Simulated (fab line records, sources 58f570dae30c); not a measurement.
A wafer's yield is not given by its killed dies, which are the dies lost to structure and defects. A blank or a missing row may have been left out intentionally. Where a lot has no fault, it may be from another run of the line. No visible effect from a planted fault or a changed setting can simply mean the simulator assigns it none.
Split-lot study / flow berkeley-cmos170 / 5 lots, 23 wafers read, on a route of 331 steps

== THE SPLIT ITSELF ==
At UCB170_V1_EXPOSE_09 (exposes mask VIA1, target cd 700 nm), the setting dose-mj was moved away from the recipe's 37 on 7 of the 23 wafers read, by -6.2% to +6.7%. The other wafers ran this setting at the recipe's value.

== FROM THE SPLIT TO THE READING: what the file shows between them, 5 steps ==
- UCB170_V1_PEB_10
- UCB170_V1_DEVELOP_11: develop time 45 s
- UCB170_V1_CD_MEAS_12: target cd 700 nm
- UCB170_V1_ETCH_14: etches SiO2 in CHF3/CF4/Ar, stops on Al, target depth 1250 nm, time 291 s
- UCB170_V1_STRIP_15: strips in O2

== THE READING ==
cd-nm (nm) at UCB170_V1_CD_MEAS_90, where the cd target is 700 nm. Typical for fault-free wafers on this fab line: 700.4 nm, with standard deviation 1.3 nm.

wafer=L074.1; tool, chamber at the split=krf-scanner-01, 0; dose-mj as run=37; against the recipe=recipe; cd-nm, nm=701.0; against lot-mates on the recipe=-
wafer=L074.2; tool, chamber at the split=krf-scanner-01, 0; dose-mj as run=34.7; against the recipe=-6.2%; cd-nm, nm=690.2; against lot-mates on the recipe=-11.0
wafer=L074.4; tool, chamber at the split=krf-scanner-01, 0; dose-mj as run=37; against the recipe=recipe; cd-nm, nm=701.5; against lot-mates on the recipe=-
wafer=L074.5; tool, chamber at the split=krf-scanner-01, 0; dose-mj as run=34.7; against the recipe=-6.2%; cd-nm, nm=688.8; against lot-mates on the recipe=-12.4
wafer=L074.6; tool, chamber at the split=krf-scanner-01, 0; dose-mj as run=37; against the recipe=recipe; cd-nm, nm=701.2; against lot-mates on the recipe=-
wafer=L075.1; tool, chamber at the split=krf-scanner-02, 0; dose-mj as run=39.2; against the recipe=+5.9%; cd-nm, nm=709.2; against lot-mates on the recipe=+9.9
wafer=L075.2; tool, chamber at the split=krf-scanner-02, 0; dose-mj as run=39.2; against the recipe=+5.9%; cd-nm, nm=709.8; against lot-mates on the recipe=+10.4
wafer=L075.3; tool, chamber at the split=krf-scanner-02, 0; dose-mj as run=39.2; against the recipe=+5.9%; cd-nm, nm=710.6; against lot-mates on the recipe=+11.2
wafer=L075.4; tool, chamber at the split=krf-scanner-02, 0; dose-mj as run=37; against the recipe=recipe; cd-nm, nm=699.7; against lot-mates on the recipe=-
wafer=L075.6; tool, chamber at the split=krf-scanner-02, 0; dose-mj as run=37; against the recipe=recipe; cd-nm, nm=699.0; against lot-mates on the recipe=-
wafer=L079.1; tool, chamber at the split=krf-scanner-01, 0; dose-mj as run=37; against the recipe=recipe; cd-nm, nm=698.9; against lot-mates on the recipe=-
wafer=L079.2; tool, chamber at the split=krf-scanner-01, 0; dose-mj as run=37; against the recipe=recipe; cd-nm, nm=698.6; against lot-mates on the recipe=-
wafer=L079.3; tool, chamber at the split=krf-scanner-01, 0; dose-mj as run=37; against the recipe=recipe; cd-nm, nm=698.8; against lot-mates on the recipe=-
wafer=L079.5; tool, chamber at the split=krf-scanner-01, 0; dose-mj as run=39.48; against the recipe=+6.7%; cd-nm, nm=708.6; against lot-mates on the recipe=+9.8
wafer=L079.6; tool, chamber at the split=krf-scanner-01, 0; dose-mj as run=39.48; against the recipe=+6.7%; cd-nm, nm=710.5; against lot-mates on the recipe=+11.7
wafer=L081.1; tool, chamber at the split=krf-scanner-02, 0; dose-mj as run=37; against the recipe=recipe; cd-nm, nm=699.6; against lot-mates on the recipe=-
wafer=L081.2; tool, chamber at the split=krf-scanner-02, 0; dose-mj as run=37; against the recipe=recipe; cd-nm, nm=699.2; against lot-mates on the recipe=-
wafer=L081.4; tool, chamber at the split=krf-scanner-02, 0; dose-mj as run=37; against the recipe=recipe; cd-nm, nm=698.7; against lot-mates on the recipe=-
wafer=L081.5; tool, chamber at the split=krf-scanner-02, 0; dose-mj as run=37; against the recipe=recipe; cd-nm, nm=701.0; against lot-mates on the recipe=-
wafer=L081.6; tool, chamber at the split=krf-scanner-02, 0; dose-mj as run=37; against the recipe=recipe; cd-nm, nm=700.3; against lot-mates on the recipe=-
wafer=L085.1; tool, chamber at the split=krf-scanner-02, 0; dose-mj as run=37; against the recipe=recipe; cd-nm, nm=699.2; against lot-mates on the recipe=-
wafer=L085.3; tool, chamber at the split=krf-scanner-02, 0; dose-mj as run=37; against the recipe=recipe; cd-nm, nm=700.5; against lot-mates on the recipe=-
wafer=L085.6; tool, chamber at the split=krf-scanner-02, 0; dose-mj as run=37; against the recipe=recipe; cd-nm, nm=701.8; against lot-mates on the recipe=-

FIT RESULTS
A straight line over all 23 wafers: cd-nm changes by +1.6 nm for each +1% of dose-mj; r = +0.98; the points scatter about the line by 1.1 nm.
The same after taking each lot's own level away (the mean of its wafers on the recipe; 23 wafers): +1.76 nm for each +1%; r = +0.99; scatter 0.81 nm.
According to that fit, moving dose-mj by its largest amount changes the reading by 12 nm.
The span of the lots' own levels, 698.77 to 701.23 nm, comes to 1.9 times the standard deviation stated above.
Hence the lot-to-lot level has little effect on the slope; both slopes agree.
Check: +12 nm against its lot-mates is what the line predicts for one of the wafers moved furthest among these (+6.7%) when that wafer is left out of the fit. It came out at +9.83 nm against them.

== OTHER SPLITS APPLIED TO THESE WAFERS ==
Before the reading, these wafers also passed through other splits. Each is held against what the fit with the lots' levels taken away leaves over:
other split on the same wafers=UCB170_GATE_ETCH_14 pressure-mtorr; wafers away from the commonest value=10; r with cd-nm (lot level and that fit taken away)=-0.05
other split on the same wafers=UCB170_PLDD_IMPLANT_08 dose-cm2; wafers away from the commonest value=6; r with cd-nm (lot level and that fit taken away)=+0.04
other split on the same wafers=UCB170_PSD_EXPOSE_03 dose-mj; wafers away from the commonest value=8; r with cd-nm (lot level and that fit taken away)=-0.10
other split on the same wafers=UCB170_SDANNEAL_RTA_00 time-s; wafers away from the commonest value=7; r with cd-nm (lot level and that fit taken away)=+0.13
other split on the same wafers=UCB170_SILICIDE_SPUTTER_01 power-w; wafers away from the commonest value=10; r with cd-nm (lot level and that fit taken away)=-0.25
other split on the same wafers=UCB170_V1_CVD_00 time-s; wafers away from the commonest value=7; r with cd-nm (lot level and that fit taken away)=-0.03

== THE WHOLE CHAIN: every reading that the file lists as answering this split, in the file's order ==
step=UCB170_V1_CD_MEAS_12; what it does=target cd 700 nm; reading=cd-nm; change (the file's fit)=+1.76 nm for each +1% of the setting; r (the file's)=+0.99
step=UCB170_V1_ETCH_14; what it does=etches SiO2 in CHF3/CF4/Ar, stops on Al, target depth 1250 nm, time 291 s; reading=V1.cd-nm (the simulator's own value, which no gauge read); change (the file's fit)=+1.74 nm for each +1% of the setting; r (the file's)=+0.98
step=UCB170_V1_CD_MEAS_90; what it does=target cd 700 nm; reading=cd-nm; change (the file's fit)=+1.74 nm for each +1% of the setting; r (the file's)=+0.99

== THE FILE'S OWN FIT ==
cd-nm changes by +1.74 nm for each +1% of dose-mj, r = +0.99.
